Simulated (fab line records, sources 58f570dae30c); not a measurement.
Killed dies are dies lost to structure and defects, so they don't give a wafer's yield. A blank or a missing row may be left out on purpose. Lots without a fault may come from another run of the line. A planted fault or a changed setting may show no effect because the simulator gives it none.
Split-lot experiment | flow berkeley_cmos170 | 5 lots, 23 wafers read, on a route of 331 steps

THE SPLIT
At UCB170_ZERO_COAT_01 (resist thk 900 nm), the setting spin_rpm was moved away from the recipe's 1500 rpm on 7 of the 23 wafers read, by -6.8% to +7.4%. The other wafers ran this setting at the recipe's value.

The reading is taken at the split's own step.

THE READING
KrF_of_ZERO_COAT_01.thk_nm (the simulator's own value, which no gauge read), in nm, at UCB170_ZERO_COAT_01 (resist thk 900 nm). The file gives no usual value for it. The 16 wafers here that ran the recipe average 902.1 nm, standard deviation 1.7 nm.

wafer  | tool, chamber at the split | spin_rpm as run, rpm | against the recipe | KrF_of_ZERO_COAT_01.thk_nm, nm | against lot-mates on the recipe
L074.1 | litho_track-01, 0          | 1500                 | recipe             | 902.5                          | -
L074.2 | litho_track-01, 0          | 1500                 | recipe             | 899.9                          | -
L074.3 | litho_track-01, 0          | 1464                 | -2.4%              | 908.7                          | +7.8
L074.5 | litho_track-01, 0          | 1500                 | recipe             | 900.2                          | -
L074.6 | litho_track-01, 0          | 1464                 | -2.4%              | 910.2                          | +9.3
L078.3 | litho_track-01, 0          | 1500                 | recipe             | 903.6                          | -
L078.4 | litho_track-01, 0          | 1500                 | recipe             | 901.6                          | -
L078.5 | litho_track-01, 0          | 1500                 | recipe             | 900.6                          | -
L081.1 | litho_track-03, 0          | 1500                 | recipe             | 903.6                          | -
L081.2 | litho_track-03, 0          | 1500                 | recipe             | 902.6                          | -
L081.3 | litho_track-03, 0          | 1500                 | recipe             | 902.5                          | -
L081.4 | litho_track-03, 0          | 1500                 | recipe             | 903.9                          | -
L081.6 | litho_track-03, 0          | 1500                 | recipe             | 905.5                          | -
L084.1 | litho_track-03, 0          | 1500                 | recipe             | 900                            | -
L084.3 | litho_track-03, 0          | 1398                 | -6.8%              | 933.9                          | +32.0
L084.4 | litho_track-03, 0          | 1500                 | recipe             | 903.7                          | -
L084.5 | litho_track-03, 0          | 1398                 | -6.8%              | 934.4                          | +32.5
L084.6 | litho_track-03, 0          | 1398                 | -6.8%              | 931.7                          | +29.9
L085.1 | litho_track-01, 0          | 1500                 | recipe             | 901.6                          | -
L085.2 | litho_track-01, 0          | 1500                 | recipe             | 903.3                          | -
L085.3 | litho_track-01, 0          | 1611                 | +7.4%              | 866.8                          | -34.5
L085.5 | litho_track-01, 0          | 1611                 | +7.4%              | 868.2                          | -33.1
L085.6 | litho_track-01, 0          | 1500                 | recipe             | 899.1                          | -

THE FIT
A straight line over all 23 wafers: KrF_of_ZERO_COAT_01.thk_nm changes by -4.57 nm for each +1% of spin_rpm; r = -0.99; the points scatter about the line by 1.9 nm.
The same after taking each lot's own level away (the mean of its wafers on the recipe; 23 wafers): -4.56 nm for each +1%; r = -1.00; scatter 1.5 nm.
On that fit, the largest move of spin_rpm shifts the reading by 34 nm.
The lots' own levels span 900.87 to 903.62 nm, that is 1.6 times the standard deviation above.
So the lot-to-lot level changes the slope little: the two slopes agree.
Check: with one of the wafers moved furthest among these (+7.4%) left out of the fit, the line predicts -33.7 nm for it against its lot-mates. It came out at -34.5 nm against them.

THE WHOLE CHAIN: every reading that the file lists as answering this split, in the file's order
step                 | what it does      | reading                                                                     | change (the file's fit)              | r (the file's)
UCB170_ZERO_COAT_01  | resist thk 900 nm | KrF_of_ZERO_COAT_01.thk_nm (the simulator's own value, which no gauge read) | -4.54 nm for each +1% of the setting | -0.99
UCB170_ZERO_STRIP_07 | strips in O2      | strip_time_to_endpoint_s                                                    | withheld for each +1% of the setting | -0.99

THE FILE'S OWN FIT
KrF_of_ZERO_COAT_01.thk_nm changes by -4.54 nm for each +1% of spin_rpm, r = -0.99.
